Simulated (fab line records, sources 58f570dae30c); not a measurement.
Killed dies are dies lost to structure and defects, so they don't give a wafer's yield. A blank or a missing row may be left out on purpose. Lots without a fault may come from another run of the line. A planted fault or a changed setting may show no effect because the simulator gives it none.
fab line records | flow berkeley_cmos170 | part 1 of 2: steps 1 to 33 of 47
record lots=5 wafers=15 last_day=12
route steps=331 shown NVT@109 PVT@115 GATE@125 FIELD@126 PLDD@145
lots that met no fault: from a run of the same line without faults
start_h: hours from the record's first day to the start of the lot's first wafer shown | wait_h: hours since the lot's step before | " the same as in the row above | L1.1+2: a row that stands for several wafers | - no value, or no start given | * or withheld: withheld | < > ~ a bound
route shown NAME@n: a module of which the file shows steps, and the number in the route of the first | usual: mean/standard deviation of fault-free wafers | same: alike in all rows | chamber/n: place in a boat | sites: the reading at each site | _std_site: their standard deviation | _edge_site: outer sites' mean less inner sites' | radius_mm: how far each site lies from the wafer's centre | mask NAME#n: copy n | behind: the tool/chamber that last shaped the wafer | hold: why the lot was held/for how many hours/how that ended | device: the transistor (n, p or np) that didn't switch | end of line: the same wafers' tests at the end of the route | a step without rows: its recipe alone | killed: dies lost to structure and defects at the first sort, not the wafer's yield | map: a wafer's dies, x killed, . not, _ none there
set.NAME: the setting as run; set.NAME@STEP: as run at that earlier step | model.NAME: the simulator's own value behind a step, which no gauge read
lots at some steps of the route; a table a step, a row a wafer
services: from which hour (start_h, from the record's first day; less than 0 if before it) a tool's chamber was out of use, for how many hours, and why
## steps
# step UCB170_NVT_DEVELOP_05
# recipe developer=TMAH develop_time_s=45 resist=KrF dev_temp_c=21
# columns lot.wafer tool chamber start_h wait_h
L074.3+4+6 litho_track-03 0 - -
L076.1+4+5 litho_track-03 0 - -
L083.1+4+6 litho_track-02 0 - -
L090.1+2+6 litho_track-02 0 - -
L095.1+2+4 litho_track-02 0 - -
# step UCB170_NVT_OVL_MEAS_06
# usual NVT_OVL=2/5.9
# columns lot.wafer tool chamber start_h wait_h NVT_OVL[nm]
L074.3 overlay-01 - 128.18 - 10
L074.4 " - " " 12
L074.6 " - " " 8
L076.1 overlay-01 - 136.78 - 6
L076.4 " - " " 4
L076.5 " - " " -5
L083.1 overlay-02 - 176.04 - 3
L083.4 " - " " 5
L083.6 " - " " -2
L090.1 overlay-02 - 206.23 - -1
L090.2 " - " " -5
L090.6 " - " " -4
L095.1 overlay-01 - 231.26 - -5
L095.2 " - " " 3
L095.4 " - " " 2
# step UCB170_NVT_IMPLANT_07
# recipe species=BF2 dose_cm2=3e+12 energy_kev=50 tilt_deg=7
# columns lot.wafer tool chamber start_h wait_h
L074.3+4+6 implanter-01 0 128.26 0.1
L076.1+4+5 implanter-04 0 136.81 0.0
L083.1+4+6 implanter-01 0 176.08 0.0
L090.1+2+6 implanter-01 0 206.26 0.0
L095.1+2+4 implanter-04 0 231.29 0.0
# step UCB170_NVT_STRIP_08
# recipe chemistry=O2 power_w=400 pressure_mtorr=3500 platen_temp_c=withheld o2_flow_sccm=400 overash_fraction=0.5
# usual drypump_motor_current_A=5.6/0.39 oes_product_au=0.735/0.0044 strip_time_to_endpoint_s=21.64/0.047
# columns lot.wafer tool chamber start_h wait_h drypump_motor_current_A oes_product_au rf_hours_counter_h strip_time_to_endpoint_s
L074.3 plasma_asher-02 1 128.39 0.1 6.2 0.733 - 21.65
L074.4 " 0 " " 5.7 0.734 - 21.62
L074.6 " 1 " " 6.1 0.740 - 21.61
L076.1 plasma_asher-01 1 136.96 0.1 5.5 0.736 41 21.64
L076.4 " 1 " " 5.5 0.738 - 21.67
L076.5 " 1 " " 5.5 0.740 - 21.71
L083.1 plasma_asher-02 0 176.23 0.1 5.7 0.738 35 21.63
L083.4 " 1 " " 6.1 0.737 - 21.61
L083.6 " 0 " " 5.7 0.740 - 21.61
L090.1 plasma_asher-03 0 206.41 0.1 5.8 0.729 12 21.61
L090.2 " 1 " " 5.5 0.733 12 21.60
L090.6 " 0 " " 5.8 0.733 - 21.63
L095.1 plasma_asher-01 1 231.44 0.1 5.5 0.736 54 21.57
L095.2 " 0 " " 4.9 0.730 54 21.59
L095.4 " 0 " " 4.9 0.735 - 21.61
# step UCB170_NVT_TW_MEAS_09
# usual NVT_TW=530/6.6
# columns lot.wafer tool chamber start_h wait_h NVT_TW
L074.3 film_metro-02 - 128.48 0.1 521
L074.4 " - " " 524
L074.6 " - " " 525
L076.1 film_metro-01 - 137.06 0.1 540
L076.4 " - " " 537
L076.5 " - " " 538
L083.1 film_metro-01 - 176.33 0.1 537
L083.4 " - " " 538
L083.6 " - " " 541
L090.1 film_metro-01 - 206.51 0.1 538
L090.2 " - " " 533
L090.6 " - " " 533
L095.1 film_metro-02 - 231.54 0.1 526
L095.2 " - " " 524
L095.4 " - " " 524
# step UCB170_NVT_CLEAN_10
# recipe chemistry=SPM temp_c=120 time_s=600
# columns lot.wafer tool chamber start_h wait_h
L074.3+4+6 wet_bench-02 1 128.52 0.0
L076.1+4+5 wet_bench-01 1 137.12 0.1
L083.1+4+6 wet_bench-04 3 176.79 0.5
L090.1+2+6 wet_bench-02 2 206.57 0.1
L095.1+2+4 wet_bench-01 3 231.66 0.1
# step UCB170_PVT_HMDS_00
# recipe prime_time_s=60 prime_temp_c=100
# same prime_time_s=60
# columns lot.wafer tool chamber start_h wait_h
L074.3+4+6 litho_track-03 0 129.32 0.6
L076.1+4+5 litho_track-01 0 137.55 0.3
L083.1+4+6 litho_track-03 0 177.69 0.7
L090.1+2+6 litho_track-03 0 206.94 0.2
L095.1+2+4 litho_track-02 0 232.33 0.5
# step UCB170_PVT_COAT_01
# recipe resist=KrF spin_rpm=1500 resist_thk_nm=900
# columns lot.wafer tool chamber start_h wait_h
L074.3+4+6 litho_track-03 0 129.47 0.1
L076.1+4+5 litho_track-01 0 137.70 0.1
L083.1+4+6 litho_track-03 0 177.84 0.1
L090.1+2+6 litho_track-03 0 207.09 0.1
L095.1+2+4 litho_track-02 0 232.48 0.1
# step UCB170_PVT_SOFTBAKE_02
# recipe resist=KrF temp_c=130 time_s=60
# columns lot.wafer tool chamber start_h wait_h
L074.3+4+6 litho_track-03 0 129.62 0.1
L076.1+4+5 litho_track-01 0 137.85 0.1
L083.1+4+6 litho_track-03 0 177.99 0.1
L090.1+2+6 litho_track-03 0 207.24 0.1
L095.1+2+4 litho_track-02 0 232.63 0.1
# step UCB170_PVT_EXPOSE_03
# recipe mask_id=NWELL target_cd_nm=3000 na=0.5 sigma_outer=0.6 source_shape=conventional dose_mj=30
# columns lot.wafer tool chamber start_h wait_h mask
L074.3+4+6 krf_scanner-02 0 130.10 0.5 NWELL#0
L076.1+4+5 krf_scanner-01 0 138.03 0.1 NWELL#0
L083.1+4+6 krf_scanner-02 0 178.41 0.4 NWELL#0
L090.1+2+6 krf_scanner-02 0 207.56 0.3 NWELL#0
L095.1+2+4 krf_scanner-02 0 232.78 0.1 NWELL#0
# step UCB170_PVT_PEB_04
# recipe peb_temp_c=130 peb_time_s=withheld resist=KrF
# columns lot.wafer tool chamber start_h wait_h
L074.3+4+6 litho_track-03 0 130.67 0.5
L076.1+4+5 litho_track-01 0 138.28 0.2
L083.1+4+6 litho_track-03 0 179.32 0.9
L090.1+2+6 litho_track-01 0 208.05 0.5
L095.1+2+4 litho_track-01 0 233.25 0.4
# step UCB170_PVT_DEVELOP_05
# recipe developer=TMAH develop_time_s=45 resist=KrF dev_temp_c=21
# columns lot.wafer tool chamber start_h wait_h
L074.3+4+6 litho_track-03 0 - -
L076.1+4+5 litho_track-01 0 - -
L083.1+4+6 litho_track-03 0 - -
L090.1+2+6 litho_track-01 0 - -
L095.1+2+4 litho_track-01 0 - -
# step UCB170_PVT_OVL_MEAS_06
# usual PVT_OVL=0/5.1
# columns lot.wafer tool chamber start_h wait_h PVT_OVL[nm]
L074.3 overlay-01 - 130.91 - 1
L074.4 " - " " -3
L074.6 " - " " 2
L076.1 overlay-02 - 138.55 - -8
L076.4 " - " " 3
L076.5 " - " " 1
L083.1 overlay-01 - 179.59 - -1
L083.4 " - " " 6
L083.6 " - " " 3
L090.1 overlay-01 - 208.32 - 0
L090.2 " - " " -1
L090.6 " - " " -3
L095.1 overlay-02 - 233.53 - 3
L095.2 " - " " 10
L095.4 " - " " 5
# step UCB170_PVT_IMPLANT_07
# recipe species=P dose_cm2=2e+12 energy_kev=30 tilt_deg=7
# columns lot.wafer tool chamber start_h wait_h
L074.3+4+6 implanter-03 0 130.98 0.1
L076.1+4+5 implanter-03 0 138.59 0.0
L083.1+4+6 implanter-03 0 179.63 0.0
L090.1+2+6 implanter-01 0 208.36 0.0
L095.1+2+4 implanter-02 0 233.56 0.0
# step UCB170_PVT_STRIP_08
# recipe chemistry=O2 power_w=400 pressure_mtorr=3500 platen_temp_c=withheld o2_flow_sccm=400 overash_fraction=0.5
# usual drypump_motor_current_A=5.69/0.22 oes_product_au=0.734/0.0046 strip_time_to_endpoint_s=21.64/0.059
# columns lot.wafer tool chamber start_h wait_h drypump_motor_current_A oes_product_au rf_hours_counter_h strip_time_to_endpoint_s
L074.3 plasma_asher-02 0 131.11 0.1 5.67 0.730 - 21.55
L074.4 " 1 " " 6.14 0.737 - 21.63
L074.6 " 1 " " 6.16 0.737 - 21.62
L076.1 plasma_asher-03 1 138.74 0.1 5.55 0.735 3 21.65
L076.4 " 0 " " 5.78 0.725 - 21.68
L076.5 " 1 " " 5.52 0.736 - 21.67
L083.1 plasma_asher-03 1 179.78 0.1 5.55 0.738 8 21.67
L083.4 " 1 " " 5.53 0.728 - 21.68
L083.6 " 1 " " 5.56 0.738 - 21.62
L090.1 plasma_asher-03 0 208.51 0.1 5.81 0.739 13 21.59
L090.2 " 1 " " 5.52 0.731 13 21.56
L090.6 " 1 " " 5.52 0.738 - 21.50
L095.1 plasma_asher-04 1 233.71 0.1 5.34 0.733 53 21.59
L095.2 " 0 " " 5.74 0.736 53 21.52
L095.4 " 0 " " 5.75 0.729 - 21.59
# step UCB170_PVT_TW_MEAS_09
# usual PVT_TW=506/3.1
# columns lot.wafer tool chamber start_h wait_h PVT_TW
L074.3 film_metro-03 - 131.20 0.1 501
L074.4 " - " " 502
L074.6 " - " " 503
L076.1 film_metro-03 - 138.84 0.1 503
L076.4 " - " " 502
L076.5 " - " " 500
L083.1 film_metro-03 - 180.03 0.2 509
L083.4 " - " " 507
L083.6 " - " " 506
L090.1 film_metro-04 - 208.61 0.1 510
L090.2 " - " " 514
L090.6 " - " " 510
L095.1 film_metro-02 - 233.81 0.1 504
L095.2 " - " " 509
L095.4 " - " " 506
# step UCB170_GATE_WET_ETCH_00
# recipe chemistry=dHF dilution=25:1 target=SiO2 temp_c=25 time_s=200
# columns lot.wafer tool chamber start_h wait_h
L074.3+4+6 wet_bench-03 2 131.24 0.0
L076.1+4+5 wet_bench-03 1 138.93 0.1
L083.1+4+6 wet_bench-03 1 180.23 0.2
L090.1+2+6 wet_bench-01 1 208.67 0.1
L095.1+2+4 wet_bench-03 2 233.87 0.1
# step UCB170_FIELD_THK_MEAS_91
# recipe reads=SiO2_of_FIELD_OXIDATION_01
# usual FIELD_OXIDE_LEFT_2_THK=353/9.1
# columns lot.wafer tool chamber start_h wait_h FIELD_OXIDE_LEFT_2_THK[nm]
L074.3 film_metro-03 - 131.32 0.0 349
L074.4 " - " " 344
L074.6 " - " " 351
L076.1 film_metro-03 - 138.99 0.0 355
L076.4 " - " " 352
L076.5 " - " " 356
L083.1 film_metro-03 - 180.30 0.0 360
L083.4 " - " " 365
L083.6 " - " " 363
L090.1 film_metro-02 - 208.73 0.0 353
L090.2 " - " " 351
L090.6 " - " " 350
L095.1 film_metro-04 - 233.94 0.0 348
L095.2 " - " " 344
L095.4 " - " " 346
# step UCB170_GATE_OXIDATION_01
# recipe temp_c=850 ambient=O2 target_thk_a=66 ox_time_s=1800
# usual ox_temp_c=850.1/0.39
# columns lot.wafer tool chamber start_h wait_h ox_temp_c
L074.3 furnace-01 0 134.72 3.4 849.9
L074.4 " 0 " " 850.2
L074.6 " 0 " " 849.6
L076.1 furnace-01 0 143.25 4.2 850.0
L076.4 " 0 " " 850.0
L076.5 " 0 " " 850.3
L083.1 furnace-02 0 181.13 0.8 849.5
L083.4 " 0 " " 850.2
L083.6 " 0 " " 850.3
L090.1 furnace-01 0 214.43 5.7 850.6
L090.2 " 0 " " 850.4
L090.6 " 0 " " 850.6
L095.1 furnace-04 0 238.01 4.1 850.1
L095.2 " 0 " " 849.7
L095.4 " 0 " " 850.1
# step UCB170_GATE_THK_MEAS_02
# recipe reads=SiO2_of_GATE_OXIDATION_01
# usual GATE_OXIDE_THK=6.64/0.12
# columns lot.wafer tool chamber start_h wait_h GATE_OXIDE_THK[nm]
L074.3 film_metro-01 - 136.24 0.0 6.77
L074.4 " - " " 6.73
L074.6 " - " " 6.78
L076.1 film_metro-03 - 144.75 0.0 6.60
L076.4 " - " " 6.46
L076.5 " - " " 6.56
L083.1 film_metro-01 - 182.69 0.1 6.92
L083.4 " - " " 6.78
L083.6 " - " " 6.91
L090.1 film_metro-02 - 215.93 0.0 6.56
L090.2 " - " " 6.59
L090.6 " - " " 6.67
L095.1 film_metro-01 - 239.51 0.0 6.62
L095.2 " - " " 6.76
L095.4 " - " " 6.75
# step UCB170_GATE_ANNEAL_03
# recipe temp_c=900 time_s=1800 ambient=N2
# columns lot.wafer tool chamber start_h wait_h
L074.3+4+6 furnace-01 0 141.75 5.5
L076.1+4+5 furnace-04 0 150.76 6.0
L083.1+4+6 furnace-01 0 186.47 3.8
L090.1+2+6 furnace-02 0 219.71 3.8
L095.1+2+4 furnace-04 0 245.02 5.5
# step UCB170_GATE_CVD_04
# recipe material=poly-Si temp_c=610 precursor=SiH4 time_s=1440 pressure_mtorr=375 target_thk_nm=214 sih4_flow_sccm=120
# columns lot.wafer tool chamber start_h wait_h
L074.3+4+6 lpcvd-01 0 143.25 0.0
L076.1+4+5 lpcvd-01 1 152.37 0.1
L083.1+4+6 lpcvd-01 0 187.97 0.0
L090.1+2+6 lpcvd-01 1 221.21 0.0
L095.1+2+4 lpcvd-02 1 246.52 0.0
# step UCB170_GATE_THK_MEAS_05
# recipe reads=poly-Si_of_GATE_CVD_04
# usual GATE_POLY_THK=215.6/1.7
# columns lot.wafer tool chamber start_h wait_h GATE_POLY_THK[nm]
L074.3 film_metro-03 - 144.67 0.0 215.0
L074.4 " - " " 217.6
L074.6 " - " " 213.6
L076.1 film_metro-02 - 153.77 0.0 216.6
L076.4 " - " " 215.6
L076.5 " - " " 215.9
L083.1 film_metro-03 - 189.39 0.0 215.2
L083.4 " - " " 217.0
L083.6 " - " " 215.8
L090.1 film_metro-02 - 222.61 0.0 214.1
L090.2 " - " " 211.6
L090.6 " - " " 213.5
L095.1 film_metro-01 - 247.92 0.0 220.7
L095.2 " - " " 220.2
L095.4 " - " " 219.1
# step UCB170_GATE_COAT_06
# recipe resist=BARC temp_c=withheld time_s=withheld spin_rpm=3000 resist_thk_nm=withheld
# columns lot.wafer tool chamber start_h wait_h
L074.3+4+6 litho_track-01 0 145.11 0.4
L076.1+4+5 litho_track-01 0 153.83 0.1
L083.1+4+6 litho_track-03 0 189.67 0.3
L090.1+2+6 litho_track-03 0 222.67 0.1
L095.1+2+4 litho_track-01 0 247.98 0.1
# step UCB170_GATE_COAT_07
# recipe resist=KrF spin_rpm=1500 resist_thk_nm=900
# columns lot.wafer tool chamber start_h wait_h
L074.3+4+6 litho_track-01 0 - -
L076.1+4+5 litho_track-01 0 - -
L083.1+4+6 litho_track-03 0 - -
L090.1+2+6 litho_track-03 0 - -
L095.1+2+4 litho_track-01 0 - -
# step UCB170_GATE_SOFTBAKE_08
# recipe resist=KrF temp_c=130 time_s=60
# columns lot.wafer tool chamber start_h wait_h
L074.3+4+6 litho_track-01 0 - -
L076.1+4+5 litho_track-01 0 - -
L083.1+4+6 litho_track-03 0 - -
L090.1+2+6 litho_track-03 0 - -
L095.1+2+4 litho_track-01 0 - -
# step UCB170_GATE_EXPOSE_09
# recipe mask_id=POLY target_cd_nm=350 na=0.5 sigma_outer=0.6 source_shape=conventional dose_mj=21
# columns lot.wafer tool chamber start_h wait_h mask
L074.3+4+6 krf_scanner-02 0 145.81 - POLY#0
L076.1+4+5 krf_scanner-01 0 154.40 - POLY#0
L083.1+4+6 krf_scanner-02 0 190.48 - POLY#0
L090.1+2+6 krf_scanner-02 0 223.12 - POLY#0
L095.1+2+4 krf_scanner-01 0 248.68 - POLY#0
# step UCB170_GATE_PEB_10
# recipe peb_temp_c=130 peb_time_s=withheld resist=KrF
# columns lot.wafer tool chamber start_h wait_h
L074.3+4+6 litho_track-03 0 146.11 0.3
L076.1+4+5 litho_track-04 0 154.52 0.1
L083.1+4+6 litho_track-01 0 190.78 0.3
L090.1+2+6 litho_track-04 0 223.57 0.4
L095.1+2+4 litho_track-04 0 248.83 0.1
# step UCB170_GATE_DEVELOP_11
# recipe developer=TMAH develop_time_s=45 resist=KrF dev_temp_c=21
# columns lot.wafer tool chamber start_h wait_h
L074.3+4+6 litho_track-03 0 - -
L076.1+4+5 litho_track-04 0 - -
L083.1+4+6 litho_track-01 0 - -
L090.1+2+6 litho_track-04 0 - -
L095.1+2+4 litho_track-04 0 - -
# step UCB170_GATE_CD_MEAS_12
# recipe target_cd_nm=350
# usual cd_nm=350.4/1.3
# columns lot.wafer tool chamber start_h wait_h cd_nm
L074.3 cd_sem-02 - 146.48 - 348.0
L074.4 " - " " 348.0
L074.6 " - " " 347.6
L076.1 cd_sem-02 - 154.79 - 352.1
L076.4 " - " " 351.7
L076.5 " - " " 351.3
L083.1 cd_sem-02 - 191.05 - 350.1
L083.4 " - " " 350.3
L083.6 " - " " 349.7
L090.1 cd_sem-02 - 223.84 - 351.9
L090.2 " - " " 350.9
L090.6 " - " " 352.5
L095.1 cd_sem-02 - 249.10 - 349.7
L095.2 " - " " 348.8
L095.4 " - " " 348.1
# step UCB170_GATE_OVL_MEAS_13
# usual GATE_OVL=-1/5.5
# columns lot.wafer tool chamber start_h wait_h GATE_OVL[nm]
L074.3 overlay-02 - 146.57 0.1 -2
L074.4 " - " " -3
L074.6 " - " " -3
L076.1 overlay-02 - 154.91 0.1 2
L076.4 " - " " -6
L076.5 " - " " 3
L083.1 overlay-01 - 191.17 0.1 4
L083.4 " - " " 2
L083.6 " - " " 5
L090.1 overlay-01 - 223.96 0.1 0
L090.2 " - " " 2
L090.6 " - " " -4
L095.1 overlay-01 - 249.22 0.1 -2
L095.2 " - " " 2
L095.4 " - " " 1
# step UCB170_GATE_ETCH_14
# recipe chemistry=N2/H2 target_depth_a=withheld overetch_a=withheld target=BARC time_s=withheld source_w=500 bias_w=100 pressure_mtorr=30 n2_flow_sccm=100 h2_flow_sccm=200
# usual drypump_motor_current_A=5.8/0.34 oes_product_au=1.000/0.019 throttle_valve_pct=13.31/0.22
# columns lot.wafer tool chamber start_h wait_h drypump_motor_current_A oes_product_au throttle_valve_pct
L074.3 rie_diel-01 0 146.59 0.0 6.1 0.962 13.29
L074.4 " 2 " " 5.8 0.999 13.44
L074.6 " 2 " " 5.8 0.995 13.45
L076.1 rie_diel-02 0 154.95 0.0 5.2 1.004 13.30
L076.4 " 3 " " 5.4 0.999 13.64
L076.5 " 3 " " 5.4 0.994 13.62
L083.1 rie_diel-02 3 191.21 0.0 5.4 0.987 13.65
L083.4 " 2 " " 5.6 0.998 13.08
L083.6 " 3 " " 5.4 0.987 13.64
L090.1 rie_diel-03 2 224.00 0.0 6.2 0.991 12.88
L090.2 " 1 " " 5.7 1.035 13.22
L090.6 " 0 " " 6.4 0.990 13.51
L095.1 rie_diel-02 1 249.26 0.0 5.8 1.013 13.07
L095.2 " 3 " " 5.5 0.998 13.63
L095.4 " 2 " " 5.6 1.003 13.06
# step UCB170_GATE_ETCH_15
# recipe chemistry=HBr/Cl2 target=poly-Si stop_on=SiO2 over_etch_frac=0.3 icp_w=300 bias_w=150 time_s=56.3 pressure_mtorr=15 HBr_flow_sccm=150 Cl2_flow_sccm=50 target_depth_a=2782
# usual HBr_flow_sccm=150.0/0.45 drypump_motor_current_A=5.7/0.53 oes_product_au=0.843/0.014 throttle_valve_pct=26.61/0.28
# columns lot.wafer tool chamber start_h wait_h HBr_flow_sccm drypump_motor_current_A oes_product_au rf_hours_counter_h throttle_valve_pct
L074.3 rie_si-01 3 146.63 - 149.1 5.1 0.818 1 26.52
L074.4 " 2 " " 149.8 5.9 0.841 0 26.28
L074.6 " 3 " " 149.1 5.1 0.815 - 26.53
L076.1 rie_si-01 2 154.99 - 149.8 5.9 0.840 0 26.28
L076.4 " 0 " " 150.9 6.5 0.844 124 26.95
L076.5 " 2 " " 149.5 6.0 0.849 - 26.28
L083.1 rie_si-01 3 191.25 - 149.9 5.1 0.816 1 26.52
L083.4 " 2 " " 150.4 5.9 0.847 0 26.29
L083.6 " 0 " " 149.8 6.5 0.834 - 26.81
L090.1 rie_si-02 0 224.04 - 150.2 6.0 0.845 2 26.45
L090.2 " 2 " " 149.8 5.0 0.817 2 27.17
L090.6 " 0 " " 149.8 6.0 0.840 - 26.46
L095.1 rie_si-02 2 249.30 - 149.8 5.0 0.847 2 27.17
L095.2 " 3 " " 149.8 6.2 0.869 2 26.82
L095.4 " 1 " " 150.1 5.7 0.864 1 26.36
